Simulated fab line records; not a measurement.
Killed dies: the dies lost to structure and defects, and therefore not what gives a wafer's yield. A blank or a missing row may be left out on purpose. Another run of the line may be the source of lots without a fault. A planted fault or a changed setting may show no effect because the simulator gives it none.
fab line records -- flow ritCmos
[record] lots = 7, wafers = 21, lastDay = 7
route steps=202 shown NWELL@28 PWELL@39
lots with no fault: from the same line, run without faults
startH: hours from the record's opening day to when the first of the lot's shown wafers began -- waitH: hours since the lot's step before -- " repeats the value in the row above -- L1.1+2: several wafers, shown together as one row -- - no value, or no start given -- * or withheld: withheld -- < > ~ a bound
route shown NAME@n: names a module that has steps shown in the file, with the first one's number in the route -- usual: average and standard deviation across the fault-free wafers -- same: alike in all rows -- chamber/n: place in a boat -- sites: the reading at each site -- _std_site: standard deviation across them -- _edge_site: mean of outer sites minus mean of inner sites -- radiusMm: for every site, how far away it sits from the centre of the wafer -- mask NAME#n: copy n -- behind: the tool/chamber that last shaped the wafer -- hold: reason for holding the lot/hours on hold/outcome of the hold -- device: which transistor (n, p or np) failed to switch -- end of line: the same wafers' tests at the end of the route -- a step given without rows: its recipe and nothing more -- killed: not the wafer's yield, but the dies lost to structure and defects at the first sort -- map: a wafer's dies, x killed, . not, _ none there
set.NAME: the setting as run; set.NAME@STEP: as run at that earlier step -- model.NAME: the simulator's own value behind a step, which no gauge read
lots at some steps of the route; a table a step, a row a wafer
services: the hour from which a tool's chamber was out of use, counted from the record's first day as startH (under 0 if before that day), plus the number of hours and why
[[steps]]
[step RIT_NWELL_HMDS_00]
[recipe] primeTimeS = 60, primeTempC = 140
[step RIT_NWELL_COAT_01]
[recipe] resist = NOVOLAK, spinRpm = 2000, resistThkNm = 1300
[step RIT_NWELL_SOFTBAKE_02]
[recipe] resist = NOVOLAK, tempC = 90, timeS = 60
[step RIT_NWELL_EXPOSE_03]
[recipe] maskId = M2, na = 0.57, targetCdNm = 43900, doseMj = 250
[step RIT_NWELL_PEB_04]
[recipe] resist = NOVOLAK, tempC = withheld, timeS = withheld
[step RIT_NWELL_DEVELOP_05]
[recipe] resist = NOVOLAK, developTimeS = 68, devTempC = 23
[step RIT_NWELL_OVL_MEAS_06]
[usual] NWELL_OVL = 1.1/1.3
lot.wafer,tool,chamber,startH,waitH,NWELL_OVL[nm]
L730.1,overlay-01,-,25.60,-,1.7
L730.2,overlay-01,-,25.60,-,3.0
L730.3,overlay-01,-,25.60,-,1.0
L739.4,overlay-01,-,70.20,-,2.5
L739.5,overlay-01,-,70.20,-,0.7
L739.6,overlay-01,-,70.20,-,1.5
L740.1,overlay-01,-,75.36,-,2.0
L740.2,overlay-01,-,75.36,-,2.4
L740.3,overlay-01,-,75.36,-,1.6
L741.1,overlay-01,-,80.18,-,3.0
L741.3,overlay-01,-,80.18,-,4.3
L741.5,overlay-01,-,80.18,-,1.6
L743.1,overlay-01,-,90.65,-,3.6
L743.2,overlay-01,-,90.65,-,1.3
L743.6,overlay-01,-,90.65,-,1.8
L747.1,overlay-01,-,110.99,-,0.3
L747.2,overlay-01,-,110.99,-,1.4
L747.5,overlay-01,-,110.99,-,2.1
L749.2,overlay-02,-,121.40,-,0.3
L749.5,overlay-02,-,121.40,-,0.1
L749.6,overlay-02,-,121.40,-,0.8
[step RIT_NWELL_HARDBAKE_07]
[recipe] resist = NOVOLAK, tempC = 140, timeS = 120
[step RIT_NWELL_IMPLANT_08]
[recipe] species = P, energyKev = 170, doseCm2 = 5e+13, tiltDeg = 7
[step RIT_NWELL_STRIP_09]
[recipe] chemistry = O2, timeS = 180, resist = NOVOLAK, platenTempC = withheld, powerW = 500, pressureMtorr = 4000, o2FlowSccm = 4000
[usual] drypumpMotorCurrentA = 5.8/0.6
lot.wafer,tool,chamber,startH,waitH,drypumpMotorCurrentA,rfHoursCounterH
L730.1,plasmaAsher-02,0,26.04,0.1,6.1,39
L730.2,plasmaAsher-02,1,26.04,0.1,4.9,39
L730.3,plasmaAsher-02,0,26.04,0.1,6.1,-
L739.4,plasmaAsher-04,0,70.68,0.1,5.8,-
L739.5,plasmaAsher-04,1,70.68,0.1,6.5,-
L739.6,plasmaAsher-04,0,70.68,0.1,5.8,-
L740.1,plasmaAsher-04,1,75.80,0.1,6.5,45
L740.2,plasmaAsher-04,0,75.80,0.1,5.8,45
L740.3,plasmaAsher-04,0,75.80,0.1,5.8,-
L741.1,plasmaAsher-03,0,80.62,0.1,4.9,27
L741.3,plasmaAsher-03,0,80.62,0.1,4.9,-
L741.5,plasmaAsher-03,1,80.62,0.1,6.1,-
L743.1,plasmaAsher-03,1,91.08,0.1,6.1,29
L743.2,plasmaAsher-03,0,91.08,0.1,4.9,29
L743.6,plasmaAsher-03,0,91.08,0.1,4.9,-
L747.1,plasmaAsher-03,1,111.73,0.1,6.1,31
L747.2,plasmaAsher-03,0,111.73,0.1,4.9,31
L747.5,plasmaAsher-03,0,111.73,0.1,4.9,-
L749.2,plasmaAsher-03,1,121.83,0.1,6.1,32
L749.5,plasmaAsher-03,0,121.83,0.1,4.9,-
L749.6,plasmaAsher-03,1,121.83,0.1,6.1,-
[step RIT_NWELL_TW_MEAS_10]
[usual] NWELL_TW = 2130/18
lot.wafer,tool,chamber,startH,waitH,NWELL_TW
L730.1,filmMetro-04,-,26.22,0.1,2141
L730.2,filmMetro-04,-,26.22,0.1,2133
L730.3,filmMetro-04,-,26.22,0.1,2132
L739.4,filmMetro-02,-,70.82,0.1,2122
L739.5,filmMetro-02,-,70.82,0.1,2126
L739.6,filmMetro-02,-,70.82,0.1,2111
L740.1,filmMetro-01,-,75.97,0.1,2155
L740.2,filmMetro-01,-,75.97,0.1,2151
L740.3,filmMetro-01,-,75.97,0.1,2151
L741.1,filmMetro-02,-,80.79,0.1,2108
L741.3,filmMetro-02,-,80.79,0.1,2118
L741.5,filmMetro-02,-,80.79,0.1,2108
L743.1,filmMetro-04,-,91.26,0.1,2119
L743.2,filmMetro-04,-,91.26,0.1,2109
L743.6,filmMetro-04,-,91.26,0.1,2110
L747.1,filmMetro-04,-,111.91,0.1,2119
L747.2,filmMetro-04,-,111.91,0.1,2123
L747.5,filmMetro-04,-,111.91,0.1,2109
L749.2,filmMetro-04,-,122.01,0.1,2138
L749.5,filmMetro-04,-,122.01,0.1,2136
L749.6,filmMetro-04,-,122.01,0.1,2128
[step RIT_PWELL_HMDS_00]
[recipe] primeTimeS = 60, primeTempC = 140
[step RIT_PWELL_COAT_01]
[recipe] resist = NOVOLAK, spinRpm = 2000, resistThkNm = 1300
[usual] chillPlateTempC = 23.00/0.1, dispensePressureKPa = 47.9/2.9
lot.wafer,tool,chamber,startH,waitH,chillPlateTempC,dispensePressureKPa
L730.1,lithoTrack-02,0,26.43,0.1,23.22,44.0
L730.2,lithoTrack-02,0,26.43,0.1,23.03,44.0
L730.3,lithoTrack-02,0,26.43,0.1,23.24,44.0
L739.4,lithoTrack-01,-,71.17,0.1,-,-
L739.5,lithoTrack-01,-,71.17,0.1,-,-
L739.6,lithoTrack-01,-,71.17,0.1,-,-
L740.1,lithoTrack-01,-,76.24,0.1,-,-
L740.2,lithoTrack-01,-,76.24,0.1,-,-
L740.3,lithoTrack-01,-,76.24,0.1,-,-
L741.1,lithoTrack-03,-,81.00,0.1,-,-
L741.3,lithoTrack-03,-,81.00,0.1,-,-
L741.5,lithoTrack-03,-,81.00,0.1,-,-
L743.1,lithoTrack-02,0,91.47,0.1,22.78,43.9
L743.2,lithoTrack-02,0,91.47,0.1,22.96,44.0
L743.6,lithoTrack-02,0,91.47,0.1,23.01,43.9
L747.1,lithoTrack-01,0,112.12,0.1,22.95,50.9
L747.2,lithoTrack-01,0,112.12,0.1,22.90,50.9
L747.5,lithoTrack-01,0,112.12,0.1,22.97,50.9
L749.2,lithoTrack-01,0,122.31,0.1,23.04,50.9
L749.5,lithoTrack-01,0,122.31,0.1,22.97,50.9
L749.6,lithoTrack-01,0,122.31,0.1,22.88,50.9
[step RIT_PWELL_SOFTBAKE_02]
[recipe] resist = NOVOLAK, tempC = 90, timeS = 60
[step RIT_PWELL_EXPOSE_03]
[recipe] maskId = M3, na = 0.57, targetCdNm = 43700, doseMj = 250
[step RIT_PWELL_PEB_04]
[recipe] resist = NOVOLAK, tempC = withheld, timeS = withheld
[step RIT_PWELL_DEVELOP_05]
[recipe] resist = NOVOLAK, developTimeS = 68, devTempC = 23
[step RIT_PWELL_OVL_MEAS_06]
[usual] PWELL_OVL = -0.2/1.3
lot.wafer,tool,chamber,startH,waitH,PWELL_OVL[nm]
L730.1,overlay-02,-,27.28,-,-1.7
L730.2,overlay-02,-,27.28,-,-1.0
L730.3,overlay-02,-,27.28,-,-1.8
L739.4,overlay-02,-,71.90,-,-
L739.5,overlay-02,-,71.90,-,-
L739.6,overlay-02,-,71.90,-,-
L740.1,overlay-02,-,77.10,-,-
L740.2,overlay-02,-,77.10,-,-
L740.3,overlay-02,-,77.10,-,-
L741.1,overlay-01,-,81.86,-,-
L741.3,overlay-01,-,81.86,-,-
L741.5,overlay-01,-,81.86,-,-
L743.1,overlay-02,-,92.20,-,-0.5
L743.2,overlay-02,-,92.20,-,-3.7
L743.6,overlay-02,-,92.20,-,-3.0
L747.1,overlay-01,-,112.97,-,-1.1
L747.2,overlay-01,-,112.97,-,-1.3
L747.5,overlay-01,-,112.97,-,0.4
L749.2,overlay-01,-,123.03,-,-1.2
L749.5,overlay-01,-,123.03,-,2.5
L749.6,overlay-01,-,123.03,-,0.9
[step RIT_PWELL_HARDBAKE_07]
[recipe] resist = NOVOLAK, tempC = 140, timeS = 120
[[services]]
tool,chamber,startH,hours,kind
plasmaAsher-03,-,44.61,4.5,repair
plasmaAsher-02,-,108.75,9.0,pm
plasmaAsher-02,0,108.75,9.0,ventCycle
plasmaAsher-02,1,108.75,9.0,ventCycle
plasmaAsher-03,-,110.13,0.6,repair
plasmaAsher-02,0,117.75,-,clean
plasmaAsher-02,1,117.75,-,clean
plasmaAsher-02,-,120.17,14.6,pm
[[key]]
[firstSign] step = RIT_PWELL_COAT_01, reading = toolRecord, direction = missing
[effect] step = RIT_PWELL_OVL_MEAS_06, reading = PWELL_OVL, direction = missing
metAt RIT_PWELL_COAT_01
struckWafers L739.4,L739.5,L739.6,L740.1,L740.2,L740.3,L741.1,L741.3,L741.5
sortLeftOut L739.4,L739.5,L739.6,L740.1,L740.2,L740.3,L741.1,L741.3,L741.5
testerLeftOut L739,L740,L741
[fault] kind = skippedStepWhole, tool = lithoTrack-01,lithoTrack-03, chamber = -, onsetH = 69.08, steps = RIT_PWELL_COAT_01, scope = struckLotsOnly
// testerLeftOut: of these lots the tester's yield and bins aren't shown, on N5 and GAA mostly nor the transistor test; their killed dies are dies lost to structure and defects alone, not to doping, threshold or leakage, so they don't give the yield
// sortLeftOut: the simulated sort isn't trusted on such a fault, so these wafers' sort isn't shown, and their yield isn't known
